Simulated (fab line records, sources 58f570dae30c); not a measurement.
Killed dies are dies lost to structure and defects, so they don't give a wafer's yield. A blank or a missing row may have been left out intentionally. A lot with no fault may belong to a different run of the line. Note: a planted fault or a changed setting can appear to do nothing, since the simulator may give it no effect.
Which tool did it? | flow berkeley_cmos170 | 14 lots with 42 wafers sampled at 4 steps, on a route of 331 steps

== WHAT EACH GAUGE READ, for each wafer ==
UCB170_M3_CD_MEAS_90: target cd 700 nm. Usual: 698.8 nm for cd_nm, sd 2.6.
lot  | measured     | on        | cd_nm (nm)        | flag
L951 | day 8 14:20  | cd_sem-02 | 703.6 702.1 698.9 |
L953 | day 9 04:35  | cd_sem-01 | 700.1 701.1 699.6 |
L955 | day 9 16:28  | cd_sem-01 | 698.4 697.7 697.5 |
L958 | day 10 08:13 | cd_sem-02 | 697.7 697.0 696.3 |
L957 | day 10 09:28 | cd_sem-02 | 700.1 699.3 695.0 |
L960 | day 11 03:44 | cd_sem-02 | 694.9 695.7 697.2 |
L967 | day 12 01:35 | cd_sem-01 | 699.3 696.0 698.1 |
L965 | day 12 08:17 | cd_sem-02 | 700.5 701.2 704.0 |
L969 | day 13 18:26 | cd_sem-01 | 695.3 697.2 697.3 |
L970 | day 13 22:04 | cd_sem-01 | 698.4 699.0 697.4 |
L971 | day 14 10:25 | cd_sem-02 | 697.1 698.4 697.3 |
L972 | day 14 10:05 | cd_sem-02 | 699.8 697.3 699.0 |
L974 | day 14 12:28 | cd_sem-02 | 702.9 700.7 700.1 |
L973 | day 14 13:47 | cd_sem-02 | 693.8 697.1 695.4 |

== WHICH TOOL RAN EACH LOT (tool, then ch and the chambers of the sampled wafers, then the start) ==
lot  | UCB170_M2_STRIP_07                   | UCB170_M2_METAL_ETCH_18           | UCB170_V2_CMP_02
L951 | plasma_asher-01 ch 0,1, day 8 07:12  | rie_metal-01 ch 0,1, day 8 08:32  | cmp-02 ch 1,2, day 8 09:13
L953 | plasma_asher-03 ch 0,1, day 8 21:29  | rie_metal-01 ch 0,1, day 8 22:59  | cmp-02 ch 0,2,3, day 8 23:47
L955 | plasma_asher-01 ch 0,1, day 9 08:44  | rie_metal-04 ch 1, day 9 10:38    | cmp-01 ch 0,1,2, day 9 11:32
L958 | plasma_asher-03 ch 0,1, day 10 01:16 | rie_metal-03 ch 0,1, day 10 02:43 | cmp-02 ch 0,2,3, day 10 03:29
L957 | plasma_asher-04 ch 0,1, day 10 02:46 | rie_metal-01 ch 0,1, day 10 04:13 | cmp-01 ch 0,3, day 10 04:52
L960 | plasma_asher-01 ch 0,1, day 10 20:47 | rie_metal-01 ch 0,1, day 10 22:20 | cmp-01 ch 0,3, day 10 22:58
L967 | plasma_asher-03 ch 0,1, day 11 17:51 | rie_metal-04 ch 0, day 11 19:17   | cmp-02 ch 0,1,3, day 11 20:06
L965 | plasma_asher-03 ch 0,1, day 11 22:21 | rie_metal-04 ch 0,1, day 12 00:38 | cmp-01 ch 0,1, day 12 03:01
L969 | plasma_asher-03 ch 0,1, day 13 08:53 | rie_metal-01 ch 0,1, day 13 12:16 | cmp-02 ch 0,2, day 13 12:56
L970 | plasma_asher-04 ch 0,1, day 13 14:02 | rie_metal-04 ch 0,1, day 13 15:57 | cmp-02 ch 0,2,3, day 13 16:35
L971 | plasma_asher-01 ch 0,1, day 13 22:00 | rie_metal-03 ch 1, day 14 00:01   | cmp-01 ch 0,1,3, day 14 00:41
L972 | plasma_asher-03 ch 0,1, day 13 22:27 | rie_metal-01 ch 1, day 14 01:16   | cmp-02 ch 0,3, day 14 01:54
L974 | plasma_asher-01 ch 0,1, day 14 01:27 | rie_metal-03 ch 0,1, day 14 06:18 | cmp-02 ch 0,3, day 14 06:56
L973 | plasma_asher-04 ch 0,1, day 14 03:01 | rie_metal-04 ch 0,1, day 14 06:35 | cmp-02 ch 0,1,3, day 14 07:14
- UCB170_M2_STRIP_07: strips in O2.
- UCB170_M2_METAL_ETCH_18: etches Al in Cl2/BCl3, stops on SiO2, target depth 1170 nm, time 195 s.
- UCB170_V2_CMP_02: polishes SiO2.

== AS READ BY THE TOOLS THEMSELVES (means over the sampled wafers that have a number; for cases with no such wafer, the mark the record gives instead) ==
UCB170_M2_STRIP_07. Usual: drypump_motor_current_A 5.7 A, standard deviation 0.64; oes_product_au 0.735 a.u., standard deviation 0.0043; strip_time_to_endpoint_s 22.00 s, standard deviation 0.066.
lot  | tool            | drypump_motor_current_A (A) | oes_product_au (a.u.) | strip_time_to_endpoint_s (s) | flag
L951 | plasma_asher-01 | 5.6                         | 0.729                 | 21.96                        |
L953 | plasma_asher-03 | 5.2                         | 0.734                 | 21.96                        |
L955 | plasma_asher-01 | 5.5                         | 0.737                 | 22.02                        |
L958 | plasma_asher-03 | 5.2                         | 0.734                 | 22.12                        |
L957 | plasma_asher-04 | 6.4                         | 0.733                 | 21.98                        |
L960 | plasma_asher-01 | 5.9                         | 0.737                 | 22.07                        |
L967 | plasma_asher-03 | 5.2                         | 0.736                 | 22.03                        |
L965 | plasma_asher-03 | 5.2                         | 0.738                 | 21.94                        |
L969 | plasma_asher-03 | 5.6                         | 0.732                 | 22.08                        |
L970 | plasma_asher-04 | 6.4                         | 0.739                 | 22.01                        |
L971 | plasma_asher-01 | 5.9                         | 0.733                 | 22.00                        |
L972 | plasma_asher-03 | 5.6                         | 0.735                 | 21.92                        |
L974 | plasma_asher-01 | 5.5                         | 0.729                 | 22.00                        |
L973 | plasma_asher-04 | 6.4                         | 0.732                 | 21.89                        |

UCB170_M2_METAL_ETCH_18. Usual: bias_w 120.0 W, standard deviation 0.38; drypump_motor_current_A 5.8 A, standard deviation 0.53; oes_product_au 0.873 a.u., standard deviation 0.011; throttle_valve_pct 24.15 %, standard deviation 0.23.
lot  | tool         | bias_w (W) | drypump_motor_current_A (A) | oes_product_au (a.u.) | throttle_valve_pct (%) | flag
L951 | rie_metal-01 | 119.9      | 5.7                         | 0.873                 | 24.10                  |
L953 | rie_metal-01 | 120.4      | 6.1                         | 0.879                 | 24.06                  |
L955 | rie_metal-04 | 120.1      | 6.0                         | 0.868                 | 24.44                  |
L958 | rie_metal-03 | 120.0      | 5.0                         | 0.871                 | 24.33                  |
L957 | rie_metal-01 | 120.3      | 5.7                         | 0.869                 | 24.09                  |
L960 | rie_metal-01 | 120.3      | 6.1                         | 0.868                 | 24.05                  |
L967 | rie_metal-04 | 120.1      | 6.0                         | 0.891                 | 23.79                  |
L965 | rie_metal-04 | 119.6      | 6.1                         | 0.881                 | 23.99                  |
L969 | rie_metal-01 | 119.9      | 6.1                         | 0.879                 | 24.06                  |
L970 | rie_metal-04 | 120.0      | 6.0                         | 0.879                 | 24.00                  |
L971 | rie_metal-03 | 119.8      | 5.8                         | 0.863                 | 24.24                  |
L972 | rie_metal-01 | 119.9      | 6.5                         | 0.876                 | 24.02                  |
L974 | rie_metal-03 | 119.7      | 5.1                         | 0.862                 | 24.32                  |
L973 | rie_metal-04 | 120.6      | 6.0                         | 0.879                 | 24.22                  |

UCB170_V2_CMP_02. Usual: edge_zone_pressure_frac 1.000, standard deviation 0.0052; motor_current_A 16.6 A, standard deviation 1.2.
lot  | tool   | edge_zone_pressure_frac | motor_current_A (A) | flag
L951 | cmp-02 | 0.994                   | 15.6                |
L953 | cmp-02 | 1.001                   | 16.7                |
L955 | cmp-01 | 1.000                   | 16.0                |
L958 | cmp-02 | 1.000                   | 17.1                |
L957 | cmp-01 | 1.003                   | 17.6                |
L960 | cmp-01 | 0.999                   | 18.0                |
L967 | cmp-02 | 0.999                   | 16.9                |
L965 | cmp-01 | 0.997                   | 16.9                |
L969 | cmp-02 | 1.004                   | 16.8                |
L970 | cmp-02 | 1.000                   | 15.7                |
L971 | cmp-01 | 1.005                   | 16.7                |
L972 | cmp-02 | 1.004                   | 17.5                |
L974 | cmp-02 | 0.999                   | 18.0                |
L973 | cmp-02 | 0.996                   | 16.8                |

== THE ANSWER, worked out from the rows above alone ==
Rule: a lot is off if the mean of its wafers that have a number lies more than 3 standard deviations from the usual mean. A lot without any number at a reading at which 4 lots or more have one is off too. The other lots that the step has rows for count as sound. The gauges are gone through in route order, then the tools' own readings, and for those a lot's mean is taken as printed above. The first step at which some lot is off is used, and at that step the reading that is off furthest; a lot without a number counts as furthest.
No lot is off on any of the readings shown, so nothing can be concluded from this.

== WHAT THE SIMULATOR HAD PUT IN ==
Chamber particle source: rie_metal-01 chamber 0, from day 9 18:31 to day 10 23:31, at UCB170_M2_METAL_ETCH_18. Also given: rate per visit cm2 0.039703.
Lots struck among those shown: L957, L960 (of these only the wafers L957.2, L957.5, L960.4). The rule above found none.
